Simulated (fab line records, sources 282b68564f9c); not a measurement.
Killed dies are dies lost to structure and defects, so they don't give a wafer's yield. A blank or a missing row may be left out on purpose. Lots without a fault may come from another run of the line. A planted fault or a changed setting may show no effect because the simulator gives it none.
Problem report in the 8D (eight disciplines) form, filled by code | flow rit_cmos | the parts of the form that need people (team, actions taken, sign-off) are left out

1. THE PROBLEM
PSD_RS at RIT_SDANNEAL_RS_MEAS_04 reads a mean of 128.28 ohm/sq on 6 wafers of 2 lots; wafers without a fault read 116.25 ohm/sq with a standard deviation of 0.25. That is +48 standard deviations from the usual mean.
The step: measures by four-point-probe.
First seen on wafer L648.3, day 4 19:03, on film_metro-02. The record holds 42 wafers of 14 lots with a number at this step. Rule for "out", or "out of limits": more than 4 standard deviations from the usual mean. The other wafers with a number count as sound.

2. WHAT IT IS AND WHAT IT IS NOT
question                    | is                     | is not
which readings at this step | PSD_RS                 | -
which lots                  | L648, L650             | L640, L641, L642, L643, L647, L651, L653, L655, L657, L659, L661, L663
which wafers of those lots  | all that have a number | -
read on which gauges        | film_metro-02          | film_metro-01, film_metro-04
when                        | from day 4 19:03       | up to then (15 sound wafers); but 21 sound wafers of L651, L653, L655, L657, L659, L661, L663 came after

3. SUSPECTS, AND WHAT RULES EACH OUT
Counting: a tool at a process step up to the reading stays a suspect if it ran every lot that is out and no sound lot after the first of them.
- the gauge at RIT_SDANNEAL_RS_MEAS_04: kept. All the wafers that are out were read on film_metro-02, and no step on other tools shows them out.
- rtp_anneal-02 at RIT_SDANNEAL_RTA_03 (time 5 s): kept. It ran every lot that is out, first L648 (day 4 18:58), and no sound lot after that; its last sound lot up to then is L642 (day 3 13:32).
Left after counting: rtp_anneal-02 at RIT_SDANNEAL_RTA_03, film_metro-02 at RIT_SDANNEAL_RS_MEAS_04.

4. THE CAUSE (what the simulator had put in)
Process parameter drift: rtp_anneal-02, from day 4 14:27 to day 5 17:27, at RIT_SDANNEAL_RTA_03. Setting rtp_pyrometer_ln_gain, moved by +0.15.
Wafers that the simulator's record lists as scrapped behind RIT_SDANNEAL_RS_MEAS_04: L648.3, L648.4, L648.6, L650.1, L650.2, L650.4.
Counting left 2 suspects, and this tool is among them.

5. THE CHAIN OF EFFECTS, in route order
Each row: a reading whose mean over the struck wafers that have a number lies more than 3 standard deviations from the usual. Only readings for which the record gives a usual standard deviation are gone through. hours: the time from each lot's start at the first step in this table that gives one to its start at this step, as a median over the lots. sigmas: the change in usual standard deviations.
hours | step                    | reading | usual         | on struck wafers | change | sigmas
0     | RIT_SDANNEAL_RS_MEAS_04 | PSD_RS  | 116.25 ohm/sq | 128.28           | +12.03 | +48

6. WHAT WOULD HAVE CAUGHT IT SOONER
In this record the first reading out of limits at a measuring or inspecting step was taken at day 4 19:03, 5 hours after the fault began at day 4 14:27.
Of the tool readings at RIT_SDANNEAL_RTA_03 for which the record gives a usual standard deviation, none was out on any struck wafer, so an alarm limit of 4 standard deviations on them would not have fired.
Of the lots that are out (2), L650 began RIT_SDANNEAL_RTA_03 on rtp_anneal-02 after day 4 19:03. A hold on the tool at that time would have spared it.
